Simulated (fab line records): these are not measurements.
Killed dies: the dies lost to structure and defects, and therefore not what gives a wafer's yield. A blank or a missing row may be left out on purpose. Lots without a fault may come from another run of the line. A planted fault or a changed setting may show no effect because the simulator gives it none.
Which tool is to blame? || flow ritCmos || 7 lots, 21 wafers sampled, at 2 steps of a route of 202

== WHAT THE GAUGES READ, wafer by wafer ==
RIT_M1_RS_MEAS_01: the measuring method here is four-point-probe.
{"lot": "L207", "measured": "day 3 16:43", "on": "filmMetro-04", "M1_AL_RS (ohm/sq)": "0.0752 0.0746 0.0746"}
{"lot": "L209", "measured": "day 4 05:20", "on": "filmMetro-02", "M1_AL_RS (ohm/sq)": "0.0732 0.0739 0.0724"}
{"lot": "L213", "measured": "day 4 21:47", "on": "filmMetro-03", "M1_AL_RS (ohm/sq)": "0.0738 0.0740 0.0740"}
{"lot": "L216", "measured": "day 5 13:23", "on": "filmMetro-03", "M1_AL_RS (ohm/sq)": "0.0730 0.0735 0.0733"}
{"lot": "L222", "measured": "day 6 21:41", "on": "filmMetro-03", "M1_AL_RS (ohm/sq)": "0.0747 0.0749 0.0817"}
{"lot": "L227", "measured": "day 8 08:29", "on": "filmMetro-03", "M1_AL_RS (ohm/sq)": "0.0741 0.0737 0.0738"}
{"lot": "L229", "measured": "day 8 23:23", "on": "filmMetro-04", "M1_AL_RS (ohm/sq)": "0.0726 0.0728 0.0721"}

== EACH LOT AND THE TOOL THAT RAN IT (in order: tool; ch and the chambers of the sampled wafers; start) ==
{"lot": "L207", "RIT_M1_SPUTTER_00": "pvdSputter-01, day 3 16:25"}
{"lot": "L209", "RIT_M1_SPUTTER_00": "pvdSputter-04, day 4 05:01"}
{"lot": "L213", "RIT_M1_SPUTTER_00": "pvdSputter-04, day 4 21:29"}
{"lot": "L216", "RIT_M1_SPUTTER_00": "pvdSputter-03, day 5 13:03"}
{"lot": "L222", "RIT_M1_SPUTTER_00": "pvdSputter-03, day 6 21:23"}
{"lot": "L227", "RIT_M1_SPUTTER_00": "pvdSputter-01, day 8 08:10"}
{"lot": "L229", "RIT_M1_SPUTTER_00": "pvdSputter-04, day 8 23:04"}
- RIT_M1_SPUTTER_00: material Al, target thk 400 nm, time 500 s.

== THE ANSWER, worked out from the rows above alone ==
Rule: usual is defined by the lots themselves. The widest of any qualifying gaps counts: lots, ordered by their means at a reading, are off when they make up no more than a third of the lots, leave a main group of 4 or more, and stand apart from it by 3 or more times the standard deviation of that group's means. A main group whose means are all the same, to the digits that the tables above print for the reading, isn't used. A lot without any number at a reading at which 4 lots or more have one is off too. Where the step has rows for the other lots, those lots are counted as sound.
Off: L222, seen at RIT_M1_RS_MEAS_01 (M1_AL_RS). For the main group the mean is 0.0736 ohm/sq and the standard deviation 0.00072.
If a tool, at a process step before that reading, ran all the lots that are off and no sound lot after the first of them, it fits. Those tools and the gauges at RIT_M1_RS_MEAS_01 are tried in the same way. One fits: pvdSputter-03 at RIT_M1_SPUTTER_00. A fault onset in the window from L216 (day 5 13:03, its last sound lot) to L222 (day 6 21:23, its first lot off) fits.

== WHAT THE SIMULATOR PUT IN ==
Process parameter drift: pvdSputter-03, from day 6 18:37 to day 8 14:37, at RIT_M1_SPUTTER_00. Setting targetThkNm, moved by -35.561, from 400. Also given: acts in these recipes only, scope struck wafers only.
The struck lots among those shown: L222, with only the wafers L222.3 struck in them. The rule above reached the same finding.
